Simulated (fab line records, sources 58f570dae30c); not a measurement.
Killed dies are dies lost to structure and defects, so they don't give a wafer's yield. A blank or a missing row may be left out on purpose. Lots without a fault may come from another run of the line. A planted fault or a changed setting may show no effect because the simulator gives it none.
Which tool did it? | flow berkeley_cmos170 | 13 lots, 39 wafers sampled, at 6 steps of a route of 331

WHAT THE GAUGES READ, wafer by wafer
UCB170_SACOX_THK_MEAS_02. Usual: SACOX_OXIDE_THK 14.31 nm, standard deviation 0.26.
lot  | measured    | on            | SACOX_OXIDE_THK (nm) | flag
L549 | day 5 10:41 | film_metro-02 | 14.30 14.21 14.14    |
L551 | day 5 23:00 | film_metro-04 | 14.69 14.69 14.52    |
L554 | day 6 07:59 | film_metro-03 | 15.03 14.92 14.84    |
L557 | day 6 22:50 | film_metro-03 | 14.27 14.49 14.52    |
L555 | day 6 22:50 | film_metro-02 | 13.79 13.94 14.13    |
L558 | day 7 07:56 | film_metro-02 | 13.97 13.70 13.85    |
L559 | day 7 10:52 | film_metro-02 | 14.04 13.92 14.06    |
L563 | day 8 12:22 | film_metro-02 | 14.19 14.44 14.26    |
L565 | day 8 12:19 | film_metro-02 | 14.17 14.30 14.12    |
L568 | day 9 09:37 | film_metro-03 | 14.51 14.41 14.26    |
L569 | day 9 09:37 | film_metro-04 | 14.60 14.36 14.55    |
L570 | day 9 20:56 | film_metro-02 | 14.56 14.40 14.21    |
L571 | day 9 20:56 | film_metro-03 | 14.04 14.14 14.10    |

UCB170_GATE_THK_MEAS_05. Usual: GATE_POLY_THK 213.6 nm, standard deviation 2.
lot  | measured     | on            | GATE_POLY_THK (nm) | flag
L549 | day 6 11:25  | film_metro-03 | 213.6 214.2 215.0  |
L551 | day 6 18:16  | film_metro-02 | 213.2 213.1 214.4  |
L554 | day 7 07:31  | film_metro-02 | 142.6 142.2 141.3  | OFF
L557 | day 7 20:47  | film_metro-04 | 213.5 211.7 213.0  |
L555 | day 7 20:47  | film_metro-03 | 211.9 214.0 212.9  |
L558 | day 8 08:32  | film_metro-02 | 210.2 211.9 210.8  |
L559 | day 8 08:34  | film_metro-04 | 214.0 213.0 211.7  |
L563 | day 9 12:35  | film_metro-04 | 215.9 216.5 217.6  |
L565 | day 9 12:37  | film_metro-02 | 215.5 216.2 215.0  |
L568 | day 10 10:37 | film_metro-04 | 213.8 213.4 214.5  |
L569 | day 10 10:37 | film_metro-03 | 211.0 212.6 213.5  |
L570 | day 10 17:37 | film_metro-04 | 214.8 214.0 215.4  |
L571 | day 10 17:37 | film_metro-03 | 211.3 212.3 210.7  |

UCB170_PLDD_CD_MEAS_06: target cd 1200 nm. Usual: cd_nm 1200.2 nm, standard deviation 1.7.
lot  | measured     | on        | cd_nm (nm)           | flag
L549 | day 6 14:31  | cd_sem-02 | 1201.2 1201.5 1201.0 |
L551 | day 6 21:44  | cd_sem-01 | 1200.1 1200.1 1199.0 |
L554 | day 7 10:54  | cd_sem-01 | 1204.0 1203.0 1201.9 |
L557 | day 7 23:26  | cd_sem-01 | 1201.9 1200.5 1202.4 |
L555 | day 8 00:13  | cd_sem-01 | 1197.6 1197.7 1199.0 |
L558 | day 8 12:28  | cd_sem-01 | 1201.1 1200.9 1200.2 |
L559 | day 8 12:47  | cd_sem-01 | 1200.0 1201.4 1200.2 |
L563 | day 9 16:10  | cd_sem-01 | 1199.2 1197.9 1196.7 |
L565 | day 9 15:42  | cd_sem-01 | 1200.0 1201.5 1201.4 |
L568 | day 10 13:20 | cd_sem-02 | 1201.5 1201.5 1201.0 |
L569 | day 10 13:55 | cd_sem-01 | 1202.2 1202.5 1201.3 |
L570 | day 10 21:05 | cd_sem-01 | 1202.2 1202.2 1203.6 |
L571 | day 10 20:43 | cd_sem-01 | 1198.6 1199.0 1199.2 |

WHICH TOOL RAN EACH LOT (tool, then ch and the chambers of the sampled wafers, then the start)
lot  | UCB170_PFIELD_STRIP_08              | UCB170_GATE_CVD_04          | UCB170_GATE_ETCH_15
L549 | plasma_asher-04 ch 0,1, day 4 14:49 | lpcvd-01 ch 0, day 6 10:01  | rie_si-02 ch 0,1, day 6 12:48
L551 | plasma_asher-03 ch 0,1, day 5 00:51 | lpcvd-02 ch 0, day 6 16:50  | rie_si-02 ch 0,1,3, day 6 19:59
L554 | plasma_asher-03 ch 1, day 5 14:14   | lpcvd-02 ch 1, day 7 06:07  | rie_si-02 ch 1,3, day 7 09:05
L557 | plasma_asher-01 ch 0,1, day 6 05:06 | lpcvd-01 ch 0, day 7 19:23  | rie_si-01 ch 0,1,2, day 7 22:00
L555 | plasma_asher-03 ch 0,1, day 6 06:06 | lpcvd-01 ch 0, day 7 19:23  | rie_si-01 ch 1,2,3, day 7 22:23
L558 | plasma_asher-03 ch 0,1, day 6 14:58 | lpcvd-01 ch 1, day 8 06:26  | rie_si-02 ch 0,2,3, day 8 10:23
L559 | plasma_asher-03 ch 0,1, day 6 20:29 | lpcvd-01 ch 0, day 8 06:26  | rie_si-01 ch 0,1, day 8 10:40
L563 | plasma_asher-01 ch 0,1, day 7 17:50 | lpcvd-01 ch 0, day 9 10:29  | rie_si-01 ch 1,2, day 9 14:29
L565 | plasma_asher-04 ch 0,1, day 7 17:53 | lpcvd-01 ch 0, day 9 10:29  | rie_si-01 ch 0,3, day 9 14:08
L568 | plasma_asher-03 ch 1, day 8 16:17   | lpcvd-01 ch 0, day 10 09:12 | rie_si-02 ch 0,1,2, day 10 11:47
L569 | plasma_asher-04 ch 0,1, day 8 16:46 | lpcvd-01 ch 0, day 10 09:12 | rie_si-01 ch 0,1,3, day 10 12:11
L570 | plasma_asher-04 ch 0,1, day 9 01:55 | lpcvd-02 ch 1, day 10 16:12 | rie_si-01 ch 0,1,3, day 10 19:29
L571 | plasma_asher-03 ch 0,1, day 9 02:14 | lpcvd-02 ch 1, day 10 16:12 | rie_si-02 ch 0,1,2, day 10 19:02
- UCB170_PFIELD_STRIP_08: strips in O2.
- UCB170_GATE_CVD_04: deposits poly-Si from SiH4, time 1440 s, target thk 214 nm.
- UCB170_GATE_ETCH_15: etches poly-Si in HBr/Cl2, stops on SiO2, time 56.3 s, target depth 278.2 nm.

WHAT THE TOOLS THEMSELVES READ (means of the sampled wafers that have a number; where no wafer has one, the mark that the record gives instead)
UCB170_PFIELD_STRIP_08. Usual: drypump_motor_current_A 5.8 A, standard deviation 0.49; oes_product_au 0.734 a.u., standard deviation 0.0049; strip_time_to_endpoint_s 21.62 s, standard deviation 0.066.
lot  | tool            | drypump_motor_current_A (A) | oes_product_au (a.u.) | strip_time_to_endpoint_s (s) | flag
L549 | plasma_asher-04 | 6.2                         | 0.732                 | 21.64                        |
L551 | plasma_asher-03 | 5.7                         | 0.736                 | 21.65                        |
L554 | plasma_asher-03 | 5.1                         | 0.730                 | 21.56                        |
L557 | plasma_asher-01 | 5.2                         | 0.737                 | 21.64                        |
L555 | plasma_asher-03 | 5.4                         | 0.738                 | 21.58                        |
L558 | plasma_asher-03 | 5.7                         | 0.737                 | 21.55                        |
L559 | plasma_asher-03 | 5.4                         | 0.732                 | 21.66                        |
L563 | plasma_asher-01 | 5.2                         | 0.732                 | 21.65                        |
L565 | plasma_asher-04 | 6.2                         | 0.734                 | 21.56                        |
L568 | plasma_asher-03 | 5.1                         | 0.733                 | 21.63                        |
L569 | plasma_asher-04 | 6.2                         | 0.733                 | 21.66                        |
L570 | plasma_asher-04 | 6.2                         | 0.734                 | 21.61                        |
L571 | plasma_asher-03 | 5.4                         | 0.731                 | 21.65                        |

UCB170_GATE_CVD_04. Usual: zone_power_centre_pct 27.9 %, standard deviation 2.2.
lot  | tool     | zone_power_centre_pct (%) | flag
L549 | lpcvd-01 | 26.0                      |
L551 | lpcvd-02 | 29.9                      |
L554 | lpcvd-02 | 25.8                      |
L557 | lpcvd-01 | 26.1                      |
L555 | lpcvd-01 | 25.9                      |
L558 | lpcvd-01 | 30.6                      |
L559 | lpcvd-01 | 25.7                      |
L563 | lpcvd-01 | 25.9                      |
L565 | lpcvd-01 | 25.9                      |
L568 | lpcvd-01 | 26.0                      |
L569 | lpcvd-01 | 25.9                      |
L570 | lpcvd-02 | 25.7                      |
L571 | lpcvd-02 | 25.6                      |

UCB170_GATE_ETCH_15. Usual: drypump_motor_current_A 5.5 A, standard deviation 0.46; mfc_cl2_sccm 50.01 sccm, standard deviation 0.13; oes_product_au 0.831 a.u., standard deviation 0.013; throttle_valve_pct 26.38 %, standard deviation 0.27.
lot  | tool      | drypump_motor_current_A (A) | mfc_cl2_sccm (sccm) | oes_product_au (a.u.) | throttle_valve_pct (%) | flag
L549 | rie_si-02 | 5.5                         | 49.86               | 0.841                 | 26.35                  |
L551 | rie_si-02 | 5.4                         | 50.01               | 0.842                 | 26.59                  |
L554 | rie_si-02 | 5.0                         | 49.94               | 0.661                 | 26.64                  | OFF
L557 | rie_si-01 | 5.7                         | 50.03               | 0.824                 | 26.15                  |
L555 | rie_si-01 | 5.4                         | 50.07               | 0.827                 | 26.24                  |
L558 | rie_si-02 | 5.6                         | 50.10               | 0.829                 | 26.68                  |
L559 | rie_si-01 | 5.8                         | 50.15               | 0.826                 | 26.16                  |
L563 | rie_si-01 | 5.7                         | 50.11               | 0.832                 | 26.09                  |
L565 | rie_si-01 | 5.1                         | 50.05               | 0.826                 | 26.40                  |
L568 | rie_si-02 | 5.7                         | 49.93               | 0.834                 | 26.44                  |
L569 | rie_si-01 | 5.5                         | 50.07               | 0.814                 | 26.25                  |
L570 | rie_si-01 | 5.5                         | 50.07               | 0.822                 | 26.24                  |
L571 | rie_si-02 | 5.6                         | 50.07               | 0.830                 | 26.45                  |

THE ANSWER, worked out from the rows above alone
Rule: a lot is off if the mean of its wafers that have a number lies more than 3 standard deviations from the usual mean. A lot without any number at a reading at which 4 lots or more have one is off too. The other lots that the step has rows for count as sound. The gauges are gone through in route order, then the tools' own readings, and for those a lot's mean is taken as printed above. The first step at which some lot is off is used, and at that step the reading that is off furthest; a lot without a number counts as furthest.
Off: L554, at UCB170_GATE_THK_MEAS_05 (GATE_POLY_THK).
A tool fits if, at a process step before that reading, it ran every lot that is off, and no sound lot after the first of them. The gauges at UCB170_GATE_THK_MEAS_05 aren't tried: what is off there is off at UCB170_GATE_ETCH_15 too, on other tools, and a gauge's error can't cause that. None of those tried fits.

WHAT THE SIMULATOR HAD PUT IN
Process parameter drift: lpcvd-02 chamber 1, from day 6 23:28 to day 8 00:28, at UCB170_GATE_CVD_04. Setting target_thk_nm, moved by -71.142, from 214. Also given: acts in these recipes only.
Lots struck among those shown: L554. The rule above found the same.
